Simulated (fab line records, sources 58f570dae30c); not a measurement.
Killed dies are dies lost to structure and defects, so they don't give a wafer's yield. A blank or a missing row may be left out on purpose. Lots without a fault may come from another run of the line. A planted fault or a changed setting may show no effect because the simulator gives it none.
Which tool did it? | flow berkeley_cmos170 | 14 lots, 42 wafers sampled, at 2 steps of a route of 331

WHAT THE GAUGES READ, wafer by wafer
UCB170_NWELL_TW_MEAS_16. Usual: NWELL_TW 1245, standard deviation 13.
lot  | measured    | on            | NWELL_TW       | flag
L619 | day 2 15:42 | film_metro-01 | 1249 1252 1250 |
L620 | day 2 22:53 | film_metro-01 | 1254 1246 1248 |
L622 | day 3 02:46 | film_metro-01 | 1249 1248 1258 |
L624 | day 3 11:38 | film_metro-03 | 1222 1229 1227 |
L623 | day 3 12:13 | film_metro-04 | 1253 1252 1252 |
L626 | day 3 21:49 | film_metro-04 | 1259 1258 1261 |
L625 | day 3 22:04 | film_metro-03 | 1219 1231 1223 |
L627 | day 4 04:37 | film_metro-04 | 1255 1255 1252 |
L628 | day 4 12:55 | film_metro-04 | 1255 1256 1254 |
L629 | day 4 13:07 | film_metro-04 | 1251 1258 1251 |
L630 | day 4 13:12 | film_metro-04 | 1256 1261 1259 |
L636 | day 6 08:32 | film_metro-01 | 1141 1144 1143 | OFF
L638 | day 6 16:01 | film_metro-03 | 1141 1141 1134 | OFF
L640 | day 7 04:56 | film_metro-03 | 1229 1228 1227 |

WHICH TOOL RAN EACH LOT (tool, then ch and the chambers of the sampled wafers, then the start)
lot  | UCB170_NWELL_IMPLANT_14
L619 | implanter-03 ch 0, day 2 15:27
L620 | implanter-01 ch 0, day 2 22:40
L622 | implanter-01 ch 0, day 3 02:32
L624 | implanter-04 ch 0, day 3 11:23
L623 | implanter-03 ch 0, day 3 12:00
L626 | implanter-04 ch 0, day 3 21:37
L625 | implanter-03 ch 0, day 3 21:49
L627 | implanter-03 ch 0, day 4 04:22
L628 | implanter-01 ch 0, day 4 12:40
L629 | implanter-04 ch 0, day 4 12:52
L630 | implanter-03 ch 0, day 4 12:58
L636 | implanter-04 ch 0, day 6 08:19
L638 | implanter-04 ch 0, day 6 15:48
L640 | implanter-03 ch 0, day 7 04:42
- UCB170_NWELL_IMPLANT_14

WHAT THE TOOLS THEMSELVES READ (means of the sampled wafers that have a number; where no wafer has one, the mark that the record gives instead)
UCB170_NWELL_IMPLANT_14. Usual: beam_on_s 10.04 s, standard deviation 0.2; faraday_current_uA 31.6, standard deviation 0.65.
lot  | tool         | beam_on_s (s) | faraday_current_uA | flag
L619 | implanter-03 | 10.16         | 31.3               |
L620 | implanter-01 | 9.98          | 31.8               |
L622 | implanter-01 | 10.09         | 31.5               |
L624 | implanter-04 | 10.01         | 31.6               |
L623 | implanter-03 | 10.40         | 30.5               |
L626 | implanter-04 | 10.07         | 31.5               |
L625 | implanter-03 | 10.02         | 31.7               |
L627 | implanter-03 | 9.92          | 31.9               |
L628 | implanter-01 | 10.08         | 31.5               |
L629 | implanter-04 | 9.98          | 31.8               |
L630 | implanter-03 | 9.99          | 31.7               |
L636 | implanter-04 | 7.67          | 41.3               | OFF
L638 | implanter-04 | 7.73          | 41.0               | OFF
L640 | implanter-03 | 10.18         | 31.0               |

THE ANSWER, worked out from the rows above alone
Rule: a lot is off if the mean of its wafers that have a number lies more than 3 standard deviations from the usual mean. A lot without any number at a reading at which 4 lots or more have one is off too. The other lots that the step has rows for count as sound. The gauges are gone through in route order, then the tools' own readings, and for those a lot's mean is taken as printed above. The first step at which some lot is off is used, and at that step the reading that is off furthest; a lot without a number counts as furthest.
Off: L636, L638, at UCB170_NWELL_TW_MEAS_16 (NWELL_TW).
A tool fits if, at a process step before that reading, it ran every lot that is off, and no sound lot after the first of them. The gauges at UCB170_NWELL_TW_MEAS_16 aren't tried: what is off there is off at UCB170_NWELL_IMPLANT_14 too, on other tools, and a gauge's error can't cause that. One fits: implanter-04 at UCB170_NWELL_IMPLANT_14. Its last sound lot is L629 (day 4 12:52), its first lot that is off L636 (day 6 08:19): a fault that began between those two fits.
The tool's own readings at UCB170_NWELL_IMPLANT_14 bear it out: on the lots that are off they differ by more than 5 times the standard deviation of the sound lots' means. beam_on_s reads 7.70 s there against 10.07 s on the sound lots; faraday_current_uA reads 41.1 there against 31.5 on the sound lots.

WHAT THE SIMULATOR HAD PUT IN
Process parameter drift: implanter-04, from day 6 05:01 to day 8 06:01, at UCB170_NWELL_IMPLANT_14. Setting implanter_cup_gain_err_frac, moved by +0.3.
Lots struck among those shown: L636, L638. The rule above found the same.
